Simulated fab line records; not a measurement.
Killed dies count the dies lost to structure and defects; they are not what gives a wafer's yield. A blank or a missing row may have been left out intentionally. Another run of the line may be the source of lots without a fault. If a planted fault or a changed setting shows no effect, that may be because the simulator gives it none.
Split-lot trial || flow rit_cmos || route with 202 steps; 5 lots, 23 wafers read

THE SPLIT
At RIT_ACTIVE_OXIDATION_01 (target thk 46.8 nm, ox time 3360 s), the setting ox_time_s was moved away from the recipe's 3360 s on 10 of the 23 wafers read, by -12.2% to -6.9%. This setting was run at the recipe's value on the other wafers.

Reading taken at the split's own step.

THE READING
SiO2_of_ACTIVE_OXIDATION_01.thk_nm (the simulator's own value, which no gauge read), in nm, at RIT_ACTIVE_OXIDATION_01 (target thk 46.8 nm, ox time 3360 s). The file gives no usual value for it. Average 45.83 nm, standard deviation 0.63 nm, over the 13 wafers here run with the recipe.

{"wafer": "L080.2", "tool, chamber at the split": "-, -", "ox_time_s as run, s": 2950, "against the recipe": "-12.2%", "SiO2_of_ACTIVE_OXIDATION_01.thk_nm, nm": 42.41, "against lot-mates on the recipe": "no lot-mate on the recipe"}
{"wafer": "L080.3", "tool, chamber at the split": "-, -", "ox_time_s as run, s": 2950, "against the recipe": "-12.2%", "SiO2_of_ACTIVE_OXIDATION_01.thk_nm, nm": 43.62, "against lot-mates on the recipe": "no lot-mate on the recipe"}
{"wafer": "L080.4", "tool, chamber at the split": "-, -", "ox_time_s as run, s": 2950, "against the recipe": "-12.2%", "SiO2_of_ACTIVE_OXIDATION_01.thk_nm, nm": 43.18, "against lot-mates on the recipe": "no lot-mate on the recipe"}
{"wafer": "L080.5", "tool, chamber at the split": "-, -", "ox_time_s as run, s": 2950, "against the recipe": "-12.2%", "SiO2_of_ACTIVE_OXIDATION_01.thk_nm, nm": 43.46, "against lot-mates on the recipe": "no lot-mate on the recipe"}
{"wafer": "L080.6", "tool, chamber at the split": "-, -", "ox_time_s as run, s": 2950, "against the recipe": "-12.2%", "SiO2_of_ACTIVE_OXIDATION_01.thk_nm, nm": 43.47, "against lot-mates on the recipe": "no lot-mate on the recipe"}
{"wafer": "L081.1", "tool, chamber at the split": "-, -", "ox_time_s as run, s": 3127, "against the recipe": "-6.9%", "SiO2_of_ACTIVE_OXIDATION_01.thk_nm, nm": 44.33, "against lot-mates on the recipe": "no lot-mate on the recipe"}
{"wafer": "L081.2", "tool, chamber at the split": "-, -", "ox_time_s as run, s": 3127, "against the recipe": "-6.9%", "SiO2_of_ACTIVE_OXIDATION_01.thk_nm, nm": 44.21, "against lot-mates on the recipe": "no lot-mate on the recipe"}
{"wafer": "L081.3", "tool, chamber at the split": "-, -", "ox_time_s as run, s": 3127, "against the recipe": "-6.9%", "SiO2_of_ACTIVE_OXIDATION_01.thk_nm, nm": 44.14, "against lot-mates on the recipe": "no lot-mate on the recipe"}
{"wafer": "L081.5", "tool, chamber at the split": "-, -", "ox_time_s as run, s": 3127, "against the recipe": "-6.9%", "SiO2_of_ACTIVE_OXIDATION_01.thk_nm, nm": 44.31, "against lot-mates on the recipe": "no lot-mate on the recipe"}
{"wafer": "L081.6", "tool, chamber at the split": "-, -", "ox_time_s as run, s": 3127, "against the recipe": "-6.9%", "SiO2_of_ACTIVE_OXIDATION_01.thk_nm, nm": 44.18, "against lot-mates on the recipe": "no lot-mate on the recipe"}
{"wafer": "L082.1", "tool, chamber at the split": "-, -", "ox_time_s as run, s": 3360, "against the recipe": "recipe", "SiO2_of_ACTIVE_OXIDATION_01.thk_nm, nm": 46.93, "against lot-mates on the recipe": "-"}
{"wafer": "L082.3", "tool, chamber at the split": "-, -", "ox_time_s as run, s": 3360, "against the recipe": "recipe", "SiO2_of_ACTIVE_OXIDATION_01.thk_nm, nm": 46.09, "against lot-mates on the recipe": "-"}
{"wafer": "L082.4", "tool, chamber at the split": "-, -", "ox_time_s as run, s": 3360, "against the recipe": "recipe", "SiO2_of_ACTIVE_OXIDATION_01.thk_nm, nm": 45.78, "against lot-mates on the recipe": "-"}
{"wafer": "L082.5", "tool, chamber at the split": "-, -", "ox_time_s as run, s": 3360, "against the recipe": "recipe", "SiO2_of_ACTIVE_OXIDATION_01.thk_nm, nm": 46.6, "against lot-mates on the recipe": "-"}
{"wafer": "L082.6", "tool, chamber at the split": "-, -", "ox_time_s as run, s": 3360, "against the recipe": "recipe", "SiO2_of_ACTIVE_OXIDATION_01.thk_nm, nm": 46.37, "against lot-mates on the recipe": "-"}
{"wafer": "L083.1", "tool, chamber at the split": "furnace-03, 0", "ox_time_s as run, s": 3360, "against the recipe": "recipe", "SiO2_of_ACTIVE_OXIDATION_01.thk_nm, nm": 46.61, "against lot-mates on the recipe": "-"}
{"wafer": "L083.3", "tool, chamber at the split": "furnace-03, 0", "ox_time_s as run, s": 3360, "against the recipe": "recipe", "SiO2_of_ACTIVE_OXIDATION_01.thk_nm, nm": 45.62, "against lot-mates on the recipe": "-"}
{"wafer": "L083.5", "tool, chamber at the split": "furnace-03, 0", "ox_time_s as run, s": 3360, "against the recipe": "recipe", "SiO2_of_ACTIVE_OXIDATION_01.thk_nm, nm": 45.47, "against lot-mates on the recipe": "-"}
{"wafer": "L085.1", "tool, chamber at the split": "-, -", "ox_time_s as run, s": 3360, "against the recipe": "recipe", "SiO2_of_ACTIVE_OXIDATION_01.thk_nm, nm": 44.91, "against lot-mates on the recipe": "-"}
{"wafer": "L085.2", "tool, chamber at the split": "-, -", "ox_time_s as run, s": 3360, "against the recipe": "recipe", "SiO2_of_ACTIVE_OXIDATION_01.thk_nm, nm": 44.75, "against lot-mates on the recipe": "-"}
{"wafer": "L085.3", "tool, chamber at the split": "-, -", "ox_time_s as run, s": 3360, "against the recipe": "recipe", "SiO2_of_ACTIVE_OXIDATION_01.thk_nm, nm": 45.4, "against lot-mates on the recipe": "-"}
{"wafer": "L085.5", "tool, chamber at the split": "-, -", "ox_time_s as run, s": 3360, "against the recipe": "recipe", "SiO2_of_ACTIVE_OXIDATION_01.thk_nm, nm": 45.64, "against lot-mates on the recipe": "-"}
{"wafer": "L085.6", "tool, chamber at the split": "-, -", "ox_time_s as run, s": 3360, "against the recipe": "recipe", "SiO2_of_ACTIVE_OXIDATION_01.thk_nm, nm": 45.62, "against lot-mates on the recipe": "-"}

FIT RESULTS
A straight line over all 23 wafers: SiO2_of_ACTIVE_OXIDATION_01.thk_nm changes by +0.216 nm for each +1% of ox_time_s; r = +0.90; the points scatter about the line by 0.55 nm.
Too few moved wafers have a lot-mate on the recipe to fit a line with each lot's own level taken away.

FILE'S OWN FIT
SiO2_of_ACTIVE_OXIDATION_01.thk_nm changes by +0.216 nm for each +1% of ox_time_s, r = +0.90.
